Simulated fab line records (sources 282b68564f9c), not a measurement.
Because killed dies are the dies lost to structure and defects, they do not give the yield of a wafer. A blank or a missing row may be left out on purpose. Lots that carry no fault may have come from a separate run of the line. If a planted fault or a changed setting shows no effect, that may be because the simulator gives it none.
A struck lot beside a sound one ; flow ritCmos ; 22 out of 202 route steps
Sound: wafers L901.2, L901.3, L901.4. Wafers struck: L910.1, L910.2, L910.5. The cause comes at the end.
For every step that has rows: the tool of each side, followed by ch and its chambers, followed by its first start. Under that, the readings that differ: sound wafers ; struck wafers ; difference of the means ; sigmas: that difference in standard deviations of wafers without a fault.
alike: readings with means less than 2 such deviations apart, plus words and numbers identical on both sides. not compared: withheld readings, readings lacking a value on some wafer, bounds such as >300 that could conceal the same value, and numbers that have no deviation in the record and whose values overlap.
Wherever a step has rows on one side only, a row that says differs or no value, or a row with sigmas, the two part there. Numbers that have no deviation but don't overlap get no sigmas and don't part them. A reading missing from all wafers of one side parts the sides only when that side holds two or more wafers.

first, 2 steps without rows for these wafers: RIT_NSD_HARDBAKE_07 (time 60 s); RIT_NSD_IMPLANT_08.
RIT_NSD_STRIP_09: strips in O2, time 180 s.
  sound on plasmaAsher-01 ch 0,1, day 4 15:47; struck on plasmaAsher-04 ch 0,1, day 6 14:38
  alike: drypumpMotorCurrentA
  not compared: rfHoursCounterH
RIT_NSD_TW_MEAS_10:
  sound on filmMetro-03 at day 4 15:58; struck on filmMetro-03 at day 6 14:48
  alike: NSD_TW
then, 6 steps without rows for these wafers: RIT_PSD_HMDS_00 (prime time 60 s); RIT_PSD_COAT_01 (resist thk 1000 nm); RIT_PSD_SOFTBAKE_02 (time 60 s); RIT_PSD_EXPOSE_03 (exposes mask M10, target cd 40900 nm); RIT_PSD_PEB_04; RIT_PSD_DEVELOP_05 (develop time 50 s).
RIT_PSD_OVL_MEAS_06:
  sound on overlay-02 at day 4 17:00; struck on overlay-02 at day 6 15:43
  alike: PSD_OVL
then, 1 step without rows for these wafers: RIT_PSD_HARDBAKE_07 (time 60 s).
RIT_PSD_IMPLANT_08:
  sound on implanter-02 ch 0, day 4 17:13; struck on implanter-02 ch 0, day 6 15:54
reading;sound;struck;difference;sigmas
beamOnS (s);12.91 12.76 12.67;9.96 9.95 9.84;-2.86;-10
doseIonsCm2;5.001e+15 5.002e+15 4.995e+15;1.796e+15 1.794e+15 1.801e+15;-3.202e+15;-99 or more
endStationPressureTorr (Torr);1.45e-05 1.49e-05 1.5e-05;9.4e-06 9.8e-06 1.03e-05;-5.0e-06;-7
faradayCurrentUA;11853 12082 12091;5639 5636 5696;-6352;-23
RIT_PSD_STRIP_09: strips in O2, time 180 s.
  sound on plasmaAsher-03 ch 0,1, day 4 17:20; struck on plasmaAsher-04 ch 0,1, day 6 16:03
  alike: drypumpMotorCurrentA
  not compared: rfHoursCounterH
RIT_PSD_TW_MEAS_10:
  sound on filmMetro-01 at day 4 17:31; struck on filmMetro-01 at day 6 16:13
reading;sound;struck;difference;sigmas
PSD_TW;3350 3343 3322;2878 2888 2899;-450;-13
then, 3 steps without rows for these wafers: RIT_SDANNEAL_CLEAN_00 (cleans in SC1, time 600 s); RIT_SDANNEAL_CLEAN_01 (cleans in dHF, time 30 s); RIT_SDANNEAL_CLEAN_02 (cleans in SC2, time 600 s).
RIT_SDANNEAL_RTA_03: time 5 s.
  sound on rtpAnneal-02 ch 0, day 4 17:56; struck on rtpAnneal-01 ch 0, day 6 16:41
  alike: rampDownCPerS, wafer_temp_C_max
RIT_SDANNEAL_RS_MEAS_04: measurement is done with a four-point probe.
  sound on filmMetro-03 at day 4 18:01; struck on filmMetro-03 at day 6 16:48
reading;sound;struck;difference;sigmas
PSD_RS (ohm/sq);116.04 115.95 116.04;131.47 131.10 131.47;+15.34;+55
RIT_SDANNEAL_RS_MEAS_05: measurement is done with a four-point probe.
  sound on filmMetro-03 at day 4 18:08; struck on filmMetro-03 at day 6 16:55
  alike: NSD_RS
RIT_M1_PROBE_99:
  sound on prober-01 at day 5 01:35; struck on prober-01 at day 7 00:23
reading;sound;struck;difference;sigmas
model.etest.pmos_0p3.rOnOhmUm;6190 6215 6304;6947 6731 6806;+592;
model.etest.pmosTurned.rOnOhmUm;3350 3376 3429;3738 3554 3677;+271;
model.etest.pmos_0p15.rOnOhmUm;2687 2737 2760;3041 2904 3013;+258;
model.etest.contactPplus.endOhmUm;45.36 45.36 45.01;76.77 77.23 78.64;+32.30;
model.etest.pmos_0p15.driveUaUm;270.4 267.6 259.6;233.2 244.7 231.3;-29.5;
model.etest.pmosNarrow.driveUaUm;105.2 106.2 103;91.28 94.61 92.7;-11.94;
model.etest.pmos_0p3.driveUaUm;103.8 105 101.4;89.28 92.33 90.83;-12.59;
model.etest.ppolyLine.lineOhmUm;165.2 164.7 162.9;169.6 171.5 165.8;+4.7;
  alike: killedAtContacts, killedAtFrontEnd, killedDies, killedOpen, killedShort

WHERE THEY PART
First at RIT_PSD_IMPLANT_08; last, within this record, at RIT_SDANNEAL_RS_MEAS_04. Later steps at which nothing parts them and some readings are alike: RIT_SDANNEAL_RS_MEAS_05, RIT_M1_PROBE_99.

WHY: the cause the simulator had injected
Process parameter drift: implanter-02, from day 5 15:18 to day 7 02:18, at RIT_PSD_IMPLANT_08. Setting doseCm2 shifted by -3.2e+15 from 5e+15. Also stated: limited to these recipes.
